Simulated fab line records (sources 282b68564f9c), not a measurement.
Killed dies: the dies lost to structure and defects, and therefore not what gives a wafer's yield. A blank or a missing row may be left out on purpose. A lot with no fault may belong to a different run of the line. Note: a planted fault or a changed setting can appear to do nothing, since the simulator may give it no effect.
Which tool is to blame?	flow ritCmos	14 lots with 42 wafers sampled at 4 steps, on a route of 202 steps

== WHAT EACH GAUGE READ, for each wafer ==
RIT_GATE_THK_MEAS_07.
lot	measured	on	GATE_OXIDE_THK (nm)
L986	day 2 18:43	filmMetro-03	3.02 2.86 2.88
L988	day 3 07:08	filmMetro-01	3.03 3.04 3.07
L991	day 3 16:32	filmMetro-01	3.02 3.04 3.01
L993	day 4 07:49	filmMetro-02	2.97 3.02 3.02
L994	day 4 12:11	filmMetro-01	3.03 3.09 3.02
L998	day 5 02:40	filmMetro-01	3.07 3.12 3.07
L100	day 5 14:26	filmMetro-01	3.01 3.03 3.00
L101	day 5 22:30	filmMetro-02	2.99 3.01 3.04
L102	day 6 01:39	filmMetro-03	2.86 3.09 2.97
L104	day 6 07:28	filmMetro-02	2.97 2.98 2.98
L105	day 6 13:32	filmMetro-02	2.99 2.98 2.92
L106	day 6 15:23	filmMetro-03	3.05 3.08 3.00
L107	day 6 22:49	filmMetro-01	2.97 2.89 2.91
L108	day 7 05:20	filmMetro-01	2.93 2.98 2.96

RIT_REOX_THK_MEAS_04.
lot	measured	on	REOX_OXIDE_THK (nm)
L986	day 3 03:06	filmMetro-01	24.9 24.5 24.8
L988	day 3 15:44	filmMetro-04	25.8 25.8 25.8
L991	day 4 00:09	filmMetro-01	24.7 24.9 24.7
L993	day 4 14:44	filmMetro-04	25.5 25.5 25.4
L994	day 4 18:55	filmMetro-03	25.5 25.3 25.4
L998	day 5 10:30	filmMetro-01	26.3 26.0 26.3
L100	day 5 21:43	filmMetro-01	25.1 25.5 25.0
L101	day 6 05:16	filmMetro-04	26.2 25.6 25.7
L102	day 6 08:05	filmMetro-03	25.2 24.9 25.2
L104	day 6 15:38	filmMetro-04	24.7 24.6 25.1
L105	day 6 20:03	filmMetro-01	25.5 25.4 25.4
L106	day 7 00:00	filmMetro-03	25.2 25.0 25.1
L107	day 7 05:37	filmMetro-01	25.4 25.0 25.4
L108	day 7 11:37	filmMetro-03	24.4 24.4 24.5

== EACH LOT AND THE TOOL THAT RAN IT (in order: tool; ch and the chambers of the sampled wafers; start) ==
lot	RIT_PWELL_SOFTBAKE_02	RIT_GATE_STRIP_20
L986	lithoTrack-04 ch 0, day 2 03:28	plasmaAsher-01 ch 0,1, day 2 22:14
L988	lithoTrack-02 ch 0, day 2 12:38	plasmaAsher-01 ch 0,1, day 3 10:22
L991	lithoTrack-02 ch 0, day 3 00:07	plasmaAsher-01 ch 0,1, day 3 19:38
L993	lithoTrack-04 ch 0, day 3 15:58	plasmaAsher-01 ch 0,1, day 4 10:59
L994	lithoTrack-02 ch 0, day 3 22:37	plasmaAsher-02 ch 0, day 4 15:25
L998	lithoTrack-04 ch 0, day 4 12:13	plasmaAsher-04 ch 0,1, day 5 06:02
L100	lithoTrack-04 ch 0, day 4 23:18	plasmaAsher-01 ch 0,1, day 5 17:55
L101	lithoTrack-04 ch 0, day 5 05:25	plasmaAsher-01 ch 0,1, day 6 01:37
L102	lithoTrack-02 ch 0, day 5 10:51	plasmaAsher-04 ch 0,1, day 6 04:43
L104	lithoTrack-02 ch 0, day 5 17:02	plasmaAsher-04 ch 0,1, day 6 10:30
L105	lithoTrack-02 ch 0, day 5 22:13	plasmaAsher-01 ch 0,1, day 6 16:47
L106	lithoTrack-02 ch 0, day 6 03:31	plasmaAsher-04 ch 1, day 6 19:33
L107	lithoTrack-01 ch 0, day 6 07:19	plasmaAsher-01 ch 0,1, day 7 01:56
L108	lithoTrack-01 ch 0, day 6 14:56	plasmaAsher-02 ch 0,1, day 7 08:22
- RIT_PWELL_SOFTBAKE_02: time 60 s.
- RIT_GATE_STRIP_20: strips in O2, time 180 s.

== AS READ BY THE TOOLS THEMSELVES (means over the sampled wafers that have a number; for cases with no such wafer, the mark the record gives instead) ==
RIT_PWELL_SOFTBAKE_02.
lot	tool	heaterPowerTotalW (W)	runLengthS (s)
L986	lithoTrack-04	34.51	88.92
L988	lithoTrack-02	34.59	88.98
L991	lithoTrack-02	34.53	89.10
L993	lithoTrack-04	34.58	89.10
L994	lithoTrack-02	34.44	88.97
L998	lithoTrack-04	34.60	89.10
L100	lithoTrack-04	35.60	82.94
L101	lithoTrack-04	35.61	82.88
L102	lithoTrack-02	34.61	89.05
L104	lithoTrack-02	34.57	88.99
L105	lithoTrack-02	34.55	89.11
L106	lithoTrack-02	34.57	89.01
L107	lithoTrack-01	34.55	89.09
L108	lithoTrack-01	34.49	89.16

RIT_GATE_STRIP_20.
lot	tool	chamberPressureMTorr (mTorr)	drypumpMotorCurrentA (A)
L986	plasmaAsher-01	4001	5.5
L988	plasmaAsher-01	4000	5.5
L991	plasmaAsher-01	3996	5.5
L993	plasmaAsher-01	4000	5.5
L994	plasmaAsher-02	4002	6.4
L998	plasmaAsher-04	3997	5.8
L100	plasmaAsher-01	4003	5.5
L101	plasmaAsher-01	4000	5.9
L102	plasmaAsher-04	3998	5.8
L104	plasmaAsher-04	3998	5.8
L105	plasmaAsher-01	4001	5.9
L106	plasmaAsher-04	3999	5.6
L107	plasmaAsher-01	4001	5.9
L108	plasmaAsher-02	3996	6.5

== THE ANSWER, worked out from the rows above alone ==
Rule: the lots themselves supply what counts as usual. The widest of any qualifying gaps counts: lots, ordered by their means at a reading, are off when they make up no more than a third of the lots, leave a main group of 4 or more, and stand apart from it by 3 or more times the standard deviation of that group's means. Not used: any main group whose means are identical at the precision the tables above print for the reading. A lot without any number at a reading at which 4 lots or more have one is off too. The other lots that the step has rows for count as sound. Order of review: gauges by route order, followed by the tools' own readings, for which a lot's mean as printed above is used. At the first step where some lot is off, the reading lying furthest off is the one used; lots without a number count as furthest.
Off: L100, L101, at RIT_PWELL_SOFTBAKE_02 (runLengthS). Main group: mean 89.05 s, sd 0.07.
If a tool, at that step or one of the process steps before it, ran each lot that is off and ran no sound lot following the first of them, it fits. One fits: RIT_PWELL_SOFTBAKE_02 on lithoTrack-04. Its last sound lot is L998 (day 4 12:13), its first lot that is off L100 (day 4 23:18): a fault that began between those two fits.
The tool's own readings at RIT_PWELL_SOFTBAKE_02 bear it out: on the lots that are off they differ by more than 5 times the standard deviation of the sound lots' means. heaterPowerTotalW reads 35.61 W there against 34.55 W on the sound lots; runLengthS reads 82.91 s there against 89.05 s on the sound lots.

== WHAT THE SIMULATOR HAD INSERTED ==
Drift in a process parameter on lithoTrack-04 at RIT_PWELL_SOFTBAKE_02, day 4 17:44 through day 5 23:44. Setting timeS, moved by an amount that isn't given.
Lots struck among those shown: L100, L101. The rule above found the same.
